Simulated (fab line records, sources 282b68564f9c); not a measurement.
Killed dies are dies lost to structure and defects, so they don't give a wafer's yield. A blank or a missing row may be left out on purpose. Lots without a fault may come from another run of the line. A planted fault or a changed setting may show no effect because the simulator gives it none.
Split-lot experiment | flow rit_cmos | 5 lots, 27 wafers read, on a route of 202 steps

THE SPLIT
At RIT_SPACER_CVD_03 (deposits Si3N4 from SiH2Cl2/NH3, target thk 250 nm, time 3300 s), the setting time_s was moved away from the recipe's 3300 s on 18 of the 27 wafers read, by +24.5% to +56.2%. The other wafers ran this setting at the recipe's value.

The file shows no step between the split and the reading.

THE READING
SPACER_NITRIDE_THK, in nm, at RIT_SPACER_THK_MEAS_04. Fault-free wafers of this fab line usually give 249.0 nm, standard deviation 2.5 nm.

wafer  | tool, chamber at the split | time_s as run, s | against the recipe | SPACER_NITRIDE_THK, nm | against lot-mates on the recipe
L074.1 | -, -                       | 4971             | +50.6%             | 377.3                  | no lot-mate on the recipe
L074.2 | -, -                       | 4971             | +50.6%             | 373.6                  | no lot-mate on the recipe
L074.3 | -, -                       | 4971             | +50.6%             | 376.3                  | no lot-mate on the recipe
L074.4 | -, -                       | 4971             | +50.6%             | 375.8                  | no lot-mate on the recipe
L074.5 | -, -                       | 4971             | +50.6%             | 373.7                  | no lot-mate on the recipe
L074.6 | -, -                       | 4971             | +50.6%             | 377.3                  | no lot-mate on the recipe
L075.1 | -, -                       | 4108             | +24.5%             | 311.3                  | no lot-mate on the recipe
L075.2 | -, -                       | 4108             | +24.5%             | 313.8                  | no lot-mate on the recipe
L075.3 | -, -                       | 4108             | +24.5%             | 313.9                  | no lot-mate on the recipe
L075.4 | -, -                       | 4108             | +24.5%             | 312.1                  | no lot-mate on the recipe
L075.5 | -, -                       | 4108             | +24.5%             | 313.6                  | no lot-mate on the recipe
L075.6 | -, -                       | 4108             | +24.5%             | 312.1                  | no lot-mate on the recipe
L076.1 | -, -                       | 5154             | +56.2%             | 390.4                  | no lot-mate on the recipe
L076.2 | -, -                       | 5154             | +56.2%             | 389.8                  | no lot-mate on the recipe
L076.3 | -, -                       | 5154             | +56.2%             | 390.4                  | no lot-mate on the recipe
L076.4 | -, -                       | 5154             | +56.2%             | 388.8                  | no lot-mate on the recipe
L076.5 | -, -                       | 5154             | +56.2%             | 389.4                  | no lot-mate on the recipe
L076.6 | -, -                       | 5154             | +56.2%             | 390.3                  | no lot-mate on the recipe
L083.1 | -, -                       | 3300             | recipe             | 251.4                  | -
L083.2 | -, -                       | 3300             | recipe             | 252.4                  | -
L083.3 | -, -                       | 3300             | recipe             | 251.4                  | -
L083.4 | -, -                       | 3300             | recipe             | 251.8                  | -
L083.5 | -, -                       | 3300             | recipe             | 251.1                  | -
L083.6 | -, -                       | 3300             | recipe             | 251.2                  | -
L085.1 | lpcvd-02, 0                | 3300             | recipe             | 251.1                  | -
L085.2 | lpcvd-02, 0                | 3300             | recipe             | 252.3                  | -
L085.3 | lpcvd-02, 0                | 3300             | recipe             | 252.4                  | -

THE FIT
A straight line over all 27 wafers: SPACER_NITRIDE_THK changes by +2.45 nm for each +1% of time_s; r = +1.00; the points scatter about the line by 1.1 nm.
Too few moved wafers have a lot-mate on the recipe to fit a line with each lot's own level taken away.

THE WHOLE CHAIN: every reading that the file lists as answering this split, in the file's order
step                   | what it does                                                             | reading                                                                        | change (the file's fit)              | r (the file's)
RIT_SPACER_CVD_03      | deposits Si3N4 from SiH2Cl2/NH3, target thk 250 nm, time 3300 s          | Si3N4_of_SPACER_CVD_03.thk_nm (the simulator's own value, which no gauge read) | +2.45 nm for each +1% of the setting | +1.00
RIT_SPACER_THK_MEAS_04 |                                                                          | SPACER_NITRIDE_THK                                                             | +2.45 for each +1% of the setting    | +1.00
RIT_SPACER_ETCHBACK_05 | etches Si3N4 in SF6/CHF3, stops on SiO2, target depth 250 nm, time 240 s | Si3N4_of_SPACER_CVD_03.thk_nm (the simulator's own value, which no gauge read) | +1.94 nm for each +1% of the setting | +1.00

THE FILE'S OWN FIT
SPACER_NITRIDE_THK changes by +2.45 nm for each +1% of time_s, r = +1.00.
